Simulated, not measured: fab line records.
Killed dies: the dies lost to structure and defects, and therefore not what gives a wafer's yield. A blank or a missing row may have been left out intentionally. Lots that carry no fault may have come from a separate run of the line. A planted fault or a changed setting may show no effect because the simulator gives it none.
Split-lot experiment ; flow berkeley_cmos170 ; 23 wafers read across 5 lots, on a route 331 steps long

== ABOUT THE SPLIT ==
At UCB170_M1_COAT_04 (resist thk 900 nm), the setting resist_thk_nm was moved away from the recipe's 900 nm on 11 of the 23 wafers read, by -4.2% to +4.8%. For the rest of the wafers, this setting stayed at what the recipe calls for.

== FROM THE SPLIT TO THE READING: what the file shows between them, 3 steps ==
- UCB170_M1_SOFTBAKE_05: time 60 s
- UCB170_M1_EXPOSE_06: exposes mask METAL1, target cd 700 nm
- UCB170_M1_ETCH_11: etches BARC in N2/H2

== THE READING ==
KrF_of_M1_COAT_04.thk_nm (the simulator's own value, which no gauge read), in nm, at UCB170_M1_METAL_ETCH_12 (etches Al in Cl2/BCl3, stops on PSG, target depth 780 nm, time 130 s). There is no usual value for it anywhere in the file. The 12 wafers here that ran the recipe average 436.6 nm, standard deviation 12 nm.

wafer;tool, chamber at the split;resist_thk_nm as run, nm;against the recipe;KrF_of_M1_COAT_04.thk_nm, nm;against lot-mates on the recipe
L074.1;litho_track-04, 0;862.6;-4.2%;382.8;-54.4
L074.2;litho_track-04, 0;900;recipe;434.7;-
L074.3;litho_track-04, 0;900;recipe;439.7;-
L074.4;litho_track-04, 0;862.6;-4.2%;378.7;-58.5
L074.6;litho_track-04, 0;862.6;-4.2%;396;-41.2
L077.1;litho_track-04, 0;900;recipe;432.1;-
L077.2;litho_track-04, 0;878.5;-2.4%;399.7;-29.0
L077.3;litho_track-04, 0;900;recipe;418.1;-
L077.5;litho_track-04, 0;878.5;-2.4%;393.9;-34.8
L077.6;litho_track-04, 0;900;recipe;435.9;-
L083.1;litho_track-01, 0;943.4;+4.8%;473.7;+49.2
L083.3;litho_track-01, 0;943.4;+4.8%;473.5;+49.0
L083.4;litho_track-01, 0;943.4;+4.8%;463.7;+39.2
L083.5;litho_track-01, 0;900;recipe;418.1;-
L083.6;litho_track-01, 0;900;recipe;430.9;-
L085.1;litho_track-01, 0;900;recipe;435.6;-
L085.2;litho_track-01, 0;940.5;+4.5%;454.2;+19.1
L085.3;litho_track-01, 0;940.5;+4.5%;455.3;+20.2
L085.4;litho_track-01, 0;940.5;+4.5%;480.2;+45.1
L085.5;litho_track-01, 0;900;recipe;434.6;-
L080.1;litho_track-01, 0;900;recipe;454.4;-
L080.3;litho_track-01, 0;900;recipe;447.8;-
L080.4;litho_track-01, 0;900;recipe;457.1;-

THE FIT
A straight line over all 23 wafers: KrF_of_M1_COAT_04.thk_nm changes by +8.98 nm for each +1% of resist_thk_nm; r = +0.90; the points scatter about the line by 13 nm.
The same after taking each lot's own level away (the mean of its wafers on the recipe; 23 wafers): +9.71 nm for each +1%; r = +0.95; scatter 9.3 nm.
According to that fit, moving resist_thk_nm by its largest amount changes the reading by 47 nm.
Across the lots, their own levels run from 424.50 to 453.10 nm, a range of 2.5 times the standard deviation given above.
The two slopes are in agreement: the lot-to-lot level therefore moves the slope only a little.
Check: +41.4 nm against its lot-mates is what the line predicts for one of the wafers moved furthest among these (+4.8%) when that wafer is left out of the fit. Against them it came out at +49.2 nm.

== FURTHER SPLITS ON THESE WAFERS ==
Before the reading, these wafers also passed through other splits. Each is held against what the fit with the lots' levels taken away leaves over:
other split on the same wafers;wafers away from the commonest value;r with KrF_of_M1_COAT_04.thk_nm (lot level and that fit taken away)
UCB170_CONTACT_PEB_13 peb_temp_c;5;+0.02

== THE WHOLE CHAIN: every reading that the file lists as answering this split, in the file's order ==
step;what it does;reading;change (the file's fit);r (the file's)
UCB170_M1_COAT_04;resist thk 900 nm;KrF_of_M1_COAT_04.thk_nm (the simulator's own value, which no gauge read);+9.22 nm for each +1% of the setting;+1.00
UCB170_M1_METAL_ETCH_12;etches Al in Cl2/BCl3, stops on PSG, target depth 780 nm, time 130 s;KrF_of_M1_COAT_04.thk_nm (the simulator's own value, which no gauge read);+9.58 nm for each +1% of the setting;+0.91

== THE FILE'S OWN FIT ==
KrF_of_M1_COAT_04.thk_nm changes by +9.58 nm for each +1% of resist_thk_nm, r = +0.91.
